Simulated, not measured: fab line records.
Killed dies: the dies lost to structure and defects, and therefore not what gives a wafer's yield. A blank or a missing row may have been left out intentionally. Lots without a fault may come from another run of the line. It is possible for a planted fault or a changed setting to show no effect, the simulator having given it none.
Struck lot and sound lot, side by side ; flow berkeley cmos170 ; 14 out of 331 route steps
Sound: wafers L725.1, L725.2, L725.4. The struck wafers were L742.2, L742.3, L742.6. The cause comes at the end.
For every step that has rows: the tool of each side, followed by ch and its chambers, followed by its first start. Under that, the readings that differ: sound wafers ; struck wafers ; difference of the means ; sigmas: that difference in standard deviations of wafers without a fault.
alike: readings whose means differ by less than 2 such deviations, and words and numbers that are the same on both sides. not compared: withheld readings, readings that some wafer has no value for, bounds like >300 that may hide the same value, and numbers for which the record gives no deviation and whose values overlap.
Wherever a step has rows on one side only, a row that says differs or no value, or a row with sigmas, the two part there. When numbers do not overlap yet have no deviation, they are printed without sigmas and do not part them. A reading that every wafer of one side lacks parts them only if that side has two wafers or more.

first, 2 steps without rows for these wafers: UCB170_CONTACT_CLEAN_00 (cleans in SPM, time 600 s); UCB170_CONTACT_CVD_01 (deposits PSG from SiH4/O2/PH3, target thk 700 nm, time 2820 s).
UCB170_CONTACT_THK_MEAS_02:
  struck on film metro-03, day 12 03:09; sound on film metro-02, day 9 08:53
  alike: CONTACT_PSG_THK
then, 3 steps without rows for these wafers: UCB170_CONTACT_HMDS_03 (prime time 60 s); UCB170_CONTACT_COAT_04 (resist thk 900 nm); UCB170_CONTACT_SOFTBAKE_05 (time 60 s).
UCB170_CONTACT_STRIP_06: strips in O2.
  sound on plasma asher-03 ch 0,1, day 9 09:24; struck on plasma asher-01 ch 0,1, day 12 03:39
reading;sound;struck;difference;sigmas
drypump motor current A (A);5.28 5.40 5.27;5.97 5.95 6.08;+0.68;+2
  alike: oes product au, strip time to endpoint s
  not compared: rf hours counter h
then, 1 step without rows for these wafers: UCB170_CONTACT_CLEAN_07 (cleans in SPM, time 600 s).
UCB170_CONTACT_RTA_08: time 10 s.
  sound on rtp anneal-01 ch 0, day 9 09:49; struck on rtp anneal-01 ch 0, day 12 03:56
  alike: lamp power pct, wafer_temp_C_max
then, 3 steps without rows for these wafers: UCB170_CONTACT_COAT_09; UCB170_CONTACT_COAT_10 (resist thk 900 nm); UCB170_CONTACT_SOFTBAKE_11 (time 60 s).
UCB170_CONTACT_EXPOSE_12: exposes mask CONT, target cd 700 nm.
  struck on krf scanner-02, day 12 04:50; sound on krf scanner-02 ch 0, day 9 10:59
  no value came back on the struck wafers for exposure dose mJ cm2, focus offset nm (nm), na, reticle temp C (C); on the sound wafers exposure dose mJ cm2 reads 35.03 35.04 35.01
  alike: mask
next, for these wafers, 1 step has no rows: UCB170_CONTACT_PEB_13.

WHERE THEY PART
At UCB170_CONTACT_STRIP_06 first; at UCB170_CONTACT_EXPOSE_12 last (within this record only).

WHY: whatever the simulator had introduced
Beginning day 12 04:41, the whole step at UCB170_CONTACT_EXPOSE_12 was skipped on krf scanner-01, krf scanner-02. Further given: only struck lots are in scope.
